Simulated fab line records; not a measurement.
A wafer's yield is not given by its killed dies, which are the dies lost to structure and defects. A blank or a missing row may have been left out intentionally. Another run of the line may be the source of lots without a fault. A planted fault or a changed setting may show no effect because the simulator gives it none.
Tool commonality check	flow berkeley-cmos170	14 lots, 42 wafers sampled

== WHY IT WAS OPENED ==
2 of 14 lots carry a flag on the reading FIELD_OXIDE_THK at UCB170_FIELD_THK_MEAS_02. Wafers without a fault read 566 nm, standard deviation 11.
Rule: a lot is flagged in two cases, either no wafer of it has a number, or all its wafers with numbers fall more than 4 standard deviations from that mean. All remaining lots are regarded as sound.

lot	measured	on	FIELD_OXIDE_THK (nm), wafer by wafer	flag
L682	day 5 05:18	film-metro-01	557 569 567	
L683	day 5 11:08	film-metro-02	584 579 582	
L685	day 5 16:38	film-metro-01	559 545 560	
L684	day 5 16:40	film-metro-03	565 559 570	
L686	day 6 00:58	film-metro-03	563 568 559	
L687	day 6 11:58	film-metro-03	584 583 573	
L688	day 6 12:01	film-metro-03	555 556 558	
L691	day 6 23:43	film-metro-03	352 358 359	FLAGGED
L692	day 7 05:19	film-metro-03	349 362 363	FLAGGED
L699	day 9 09:51	film-metro-01	559 581 571	
L698	day 9 09:52	film-metro-03	566 579 575	
L700	day 9 09:52	film-metro-02	585 583 572	
L704	day 10 08:53	film-metro-01	562 557 558	
L705	day 10 20:23	film-metro-01	546 558 546	
The numbers of the flagged lots are 357 nm on average: -209 nm against the usual, or -19 standard deviations.

== WHICH TOOL EACH LOT WENT THROUGH ==
The record holds 1 process step before the reading, out of a route of 331 steps. In each cell: the tool, then ch and the chambers that the sampled wafers went through, then the start.
lot	flag	UCB170_FIELD_OXIDATION_01
L682		furnace-02 ch 0, day 5 02:17
L683		furnace-02 ch 0, day 5 08:08
L685		furnace-04 ch 0, day 5 13:37
L684		furnace-04 ch 0, day 5 13:37
L686		furnace-01 ch 0, day 5 21:58
L687		furnace-04 ch 0, day 6 08:57
L688		furnace-04 ch 0, day 6 08:57
L691	FLAGGED	furnace-04 ch 0, day 6 20:43
L692	FLAGGED	furnace-04 ch 0, day 7 02:19
L699		furnace-01 ch 0, day 9 06:50
L698		furnace-01 ch 0, day 9 06:50
L700		furnace-01 ch 0, day 9 06:50
L704		furnace-04 ch 0, day 10 05:53
L705		furnace-02 ch 0, day 10 17:23
These steps, and what they do:
- UCB170_FIELD_OXIDATION_01: target thk 558.3 nm, ox time 7200 s.
- UCB170_FIELD_THK_MEAS_02

== FLAGGED OVER TOTAL, TOOL BY TOOL (the gauges that took the reading come last) ==
step	tool	lots run	flagged	share of the flagged lots	sound lots run after its first flagged lot
UCB170_FIELD_OXIDATION_01	furnace-01	4	0	none	-
UCB170_FIELD_OXIDATION_01	furnace-02	3	0	none	-
UCB170_FIELD_OXIDATION_01	furnace-04	7	2	all	1 (L704)
UCB170_FIELD_THK_MEAS_02	film-metro-01	5	0	none	-
UCB170_FIELD_THK_MEAS_02	film-metro-02	2	0	none	-
UCB170_FIELD_THK_MEAS_02	film-metro-03	7	2	all	1 (L698)

== WHAT IS ALLOWED BY THE TABLE ==
2 rows of the table ran every flagged lot: furnace-04 at UCB170_FIELD_OXIDATION_01, film-metro-03 at UCB170_FIELD_THK_MEAS_02.
- furnace-04 at UCB170_FIELD_OXIDATION_01 ran 7 lots, 2 of them flagged. Lots that were sound ran on it after the first flagged one (L704); a persistent fault on the entire tool would not allow that.
- film-metro-03 at UCB170_FIELD_THK_MEAS_02 ran 7 lots, 2 of them flagged. Lots that were sound ran on it after the first flagged one (L698); a persistent fault on the entire tool would not allow that.
Every row of the table either missed a flagged lot or ran a sound lot after the first.

== WHAT HAD BEEN PUT IN BY THE SIMULATOR ==
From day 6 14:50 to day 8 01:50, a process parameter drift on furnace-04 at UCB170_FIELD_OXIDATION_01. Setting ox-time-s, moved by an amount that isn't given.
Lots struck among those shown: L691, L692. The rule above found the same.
